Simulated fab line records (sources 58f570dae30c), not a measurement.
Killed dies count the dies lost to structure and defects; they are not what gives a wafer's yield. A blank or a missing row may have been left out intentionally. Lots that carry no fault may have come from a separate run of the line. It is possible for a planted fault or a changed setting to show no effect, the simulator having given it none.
Tool commonality check / flow berkeley-cmos170 / Sampled: 14 lots, 42 wafers

## WHY IT WAS OPENED
UCB170_M3_RS_MEAS_02, reading M3_AL_RS: flagged on 2 of 14 lots. Fault-free wafers read 0.0324 ohm/sq, with a standard deviation of 0.00038.
Rule: a lot gets a flag if all its wafers with a number sit over 4 standard deviations from that mean, or if no wafer of it has a number. The other lots count as sound.

lot=L967; measured=day 9 14:03; on=film-metro-03; M3_AL_RS (ohm/sq), wafer by wafer=0.0320 0.0317 0.0319; flag=
lot=L969; measured=day 9 23:04; on=film-metro-03; M3_AL_RS (ohm/sq), wafer by wafer=0.0322 0.0327 0.0319; flag=
lot=L970; measured=day 10 17:41; on=film-metro-01; M3_AL_RS (ohm/sq), wafer by wafer=0.0319 0.0326 0.0323; flag=
lot=L972; measured=day 11 11:40; on=film-metro-04; M3_AL_RS (ohm/sq), wafer by wafer=0.0322 0.0324 0.0325; flag=
lot=L974; measured=day 11 18:29; on=film-metro-03; M3_AL_RS (ohm/sq), wafer by wafer=0.0324 0.0329 0.0329; flag=
lot=L971; measured=day 11 18:46; on=film-metro-01; M3_AL_RS (ohm/sq), wafer by wafer=0.0158 0.0159 0.0158; flag=FLAGGED
lot=L978; measured=day 12 08:43; on=film-metro-03; M3_AL_RS (ohm/sq), wafer by wafer=0.0159 0.0162 0.0159; flag=FLAGGED
lot=L982; measured=day 12 18:33; on=film-metro-03; M3_AL_RS (ohm/sq), wafer by wafer=0.0321 0.0328 0.0325; flag=
lot=L984; measured=day 13 01:13; on=film-metro-03; M3_AL_RS (ohm/sq), wafer by wafer=0.0325 0.0329 0.0325; flag=
lot=L985; measured=day 13 02:23; on=film-metro-01; M3_AL_RS (ohm/sq), wafer by wafer=0.0322 0.0327 0.0324; flag=
lot=L983; measured=day 13 03:34; on=film-metro-01; M3_AL_RS (ohm/sq), wafer by wafer=0.0326 0.0325 0.0325; flag=
lot=L986; measured=day 13 07:17; on=film-metro-01; M3_AL_RS (ohm/sq), wafer by wafer=0.0327 0.0331 0.0330; flag=
lot=L987; measured=day 13 07:38; on=film-metro-03; M3_AL_RS (ohm/sq), wafer by wafer=0.0321 0.0319 0.0323; flag=
lot=L989; measured=day 14 03:48; on=film-metro-01; M3_AL_RS (ohm/sq), wafer by wafer=0.0326 0.0325 0.0330; flag=
The mean of the flagged lots' numbers is 0.0159 ohm/sq, -0.0165 ohm/sq from the usual (-43 standard deviations).

## EACH LOT AND THE TOOL IT RAN ON
3 process steps preceding the reading are held in the record, out of 331 steps in the route. Each cell gives the tool, then ch followed by the chambers the sampled wafers passed through, then the start.
lot=L967; flag=; UCB170_V1_ETCH_14=rie-diel-04 ch 0,2,3, day 9 08:12; UCB170_M2_STRIP_07=plasma-asher-04 ch 0, day 9 09:23; UCB170_M3_SPUTTER_01=pvd-sputter-04, day 9 13:58
lot=L969; flag=; UCB170_V1_ETCH_14=rie-diel-02 ch 1,2, day 9 16:35; UCB170_M2_STRIP_07=plasma-asher-04 ch 0,1, day 9 17:49; UCB170_M3_SPUTTER_01=pvd-sputter-03, day 9 22:59
lot=L970; flag=; UCB170_V1_ETCH_14=rie-diel-04 ch 0,1,2, day 10 10:49; UCB170_M2_STRIP_07=plasma-asher-03 ch 0,1, day 10 11:59; UCB170_M3_SPUTTER_01=pvd-sputter-04, day 10 17:29
lot=L972; flag=; UCB170_V1_ETCH_14=rie-diel-04 ch 1,2, day 11 05:07; UCB170_M2_STRIP_07=plasma-asher-03 ch 0,1, day 11 06:19; UCB170_M3_SPUTTER_01=pvd-sputter-03, day 11 11:32
lot=L974; flag=; UCB170_V1_ETCH_14=rie-diel-03 ch 0,2,3, day 11 09:25; UCB170_M2_STRIP_07=plasma-asher-04 ch 0,1, day 11 11:05; UCB170_M3_SPUTTER_01=pvd-sputter-03, day 11 18:20
lot=L971; flag=FLAGGED; UCB170_V1_ETCH_14=rie-diel-02 ch 0,1,2, day 11 09:33; UCB170_M2_STRIP_07=plasma-asher-04 ch 0,1, day 11 11:23; UCB170_M3_SPUTTER_01=pvd-sputter-04, day 11 18:26
lot=L978; flag=FLAGGED; UCB170_V1_ETCH_14=rie-diel-04 ch 1,2,3, day 12 00:48; UCB170_M2_STRIP_07=plasma-asher-03 ch 0,1, day 12 02:05; UCB170_M3_SPUTTER_01=pvd-sputter-04, day 12 08:23
lot=L982; flag=; UCB170_V1_ETCH_14=rie-diel-02 ch 1,2, day 12 07:24; UCB170_M2_STRIP_07=plasma-asher-03 ch 0, day 12 08:41; UCB170_M3_SPUTTER_01=pvd-sputter-03, day 12 18:27
lot=L984; flag=; UCB170_V1_ETCH_14=rie-diel-03 ch 2,3, day 12 17:45; UCB170_M2_STRIP_07=plasma-asher-04 ch 0,1, day 12 19:23; UCB170_M3_SPUTTER_01=pvd-sputter-03, day 13 01:06
lot=L985; flag=; UCB170_V1_ETCH_14=rie-diel-03 ch 0,1,2, day 12 19:02; UCB170_M2_STRIP_07=plasma-asher-04 ch 0,1, day 12 20:49; UCB170_M3_SPUTTER_01=pvd-sputter-04, day 13 02:17
lot=L983; flag=; UCB170_V1_ETCH_14=rie-diel-02 ch 0,1,3, day 12 19:45; UCB170_M2_STRIP_07=plasma-asher-01 ch 0,1, day 12 21:32; UCB170_M3_SPUTTER_01=pvd-sputter-01, day 13 03:28
lot=L986; flag=; UCB170_V1_ETCH_14=rie-diel-03 ch 1,2,3, day 12 23:35; UCB170_M2_STRIP_07=plasma-asher-04 ch 0,1, day 13 00:46; UCB170_M3_SPUTTER_01=pvd-sputter-03, day 13 07:10
lot=L987; flag=; UCB170_V1_ETCH_14=rie-diel-04 ch 0,2,3, day 12 23:39; UCB170_M2_STRIP_07=plasma-asher-03 ch 0,1, day 13 00:52; UCB170_M3_SPUTTER_01=pvd-sputter-04, day 13 07:32
lot=L989; flag=; UCB170_V1_ETCH_14=rie-diel-02 ch 0,1,2, day 13 21:41; UCB170_M2_STRIP_07=plasma-asher-03 ch 0,1, day 13 22:52; UCB170_M3_SPUTTER_01=pvd-sputter-03, day 14 03:43
What these steps do:
- UCB170_V1_ETCH_14: etches SiO2 in CHF3/CF4/Ar, stops on Al, target depth 1250 nm, time 291 s.
- UCB170_M2_STRIP_07: strips in O2.
- UCB170_M3_SPUTTER_01: material Al, target thk 900 nm, time 120 s.
- UCB170_M3_RS_MEAS_02: measures by four-point-probe.

## FLAGGED OVER TOTAL, TOOL BY TOOL (the gauges that took the reading come last)
step=UCB170_V1_ETCH_14; tool=rie-diel-02; lots run=5; flagged=1; share of the flagged lots=some; sound lots run after its first flagged lot=3 (L982,L983,L989)
step=UCB170_V1_ETCH_14; tool=rie-diel-03; lots run=4; flagged=0; share of the flagged lots=none; sound lots run after its first flagged lot=-
step=UCB170_V1_ETCH_14; tool=rie-diel-04; lots run=5; flagged=1; share of the flagged lots=some; sound lots run after its first flagged lot=1 (L987)
step=UCB170_M2_STRIP_07; tool=plasma-asher-01; lots run=1; flagged=0; share of the flagged lots=none; sound lots run after its first flagged lot=-
step=UCB170_M2_STRIP_07; tool=plasma-asher-03; lots run=6; flagged=1; share of the flagged lots=some; sound lots run after its first flagged lot=3 (L982,L987,L989)
step=UCB170_M2_STRIP_07; tool=plasma-asher-04; lots run=7; flagged=1; share of the flagged lots=some; sound lots run after its first flagged lot=3 (L984,L985,L986)
step=UCB170_M3_SPUTTER_01; tool=pvd-sputter-01; lots run=1; flagged=0; share of the flagged lots=none; sound lots run after its first flagged lot=-
step=UCB170_M3_SPUTTER_01; tool=pvd-sputter-03; lots run=7; flagged=0; share of the flagged lots=none; sound lots run after its first flagged lot=-
step=UCB170_M3_SPUTTER_01; tool=pvd-sputter-04; lots run=6; flagged=2; share of the flagged lots=all; sound lots run after its first flagged lot=2 (L985,L987)
step=UCB170_M3_RS_MEAS_02; tool=film-metro-01; lots run=6; flagged=1; share of the flagged lots=some; sound lots run after its first flagged lot=4 (L985,L983,L986,L989)
step=UCB170_M3_RS_MEAS_02; tool=film-metro-03; lots run=7; flagged=1; share of the flagged lots=some; sound lots run after its first flagged lot=3 (L982,L984,L987)
step=UCB170_M3_RS_MEAS_02; tool=film-metro-04; lots run=1; flagged=0; share of the flagged lots=none; sound lots run after its first flagged lot=-

## THE TABLE: WHAT IT ALLOWS
Rows of the table that ran each flagged lot: 1, that is pvd-sputter-04 at UCB170_M3_SPUTTER_01.
- pvd-sputter-04 at UCB170_M3_SPUTTER_01 ran 6 lots, 2 of them flagged. After the first flagged lot (L985, L987), sound lots still ran on it; a lasting fault on the whole tool would not permit that.
None of the table's rows ran every flagged lot and, after the first, no sound lot.

## WHAT THE SIMULATOR PUT IN
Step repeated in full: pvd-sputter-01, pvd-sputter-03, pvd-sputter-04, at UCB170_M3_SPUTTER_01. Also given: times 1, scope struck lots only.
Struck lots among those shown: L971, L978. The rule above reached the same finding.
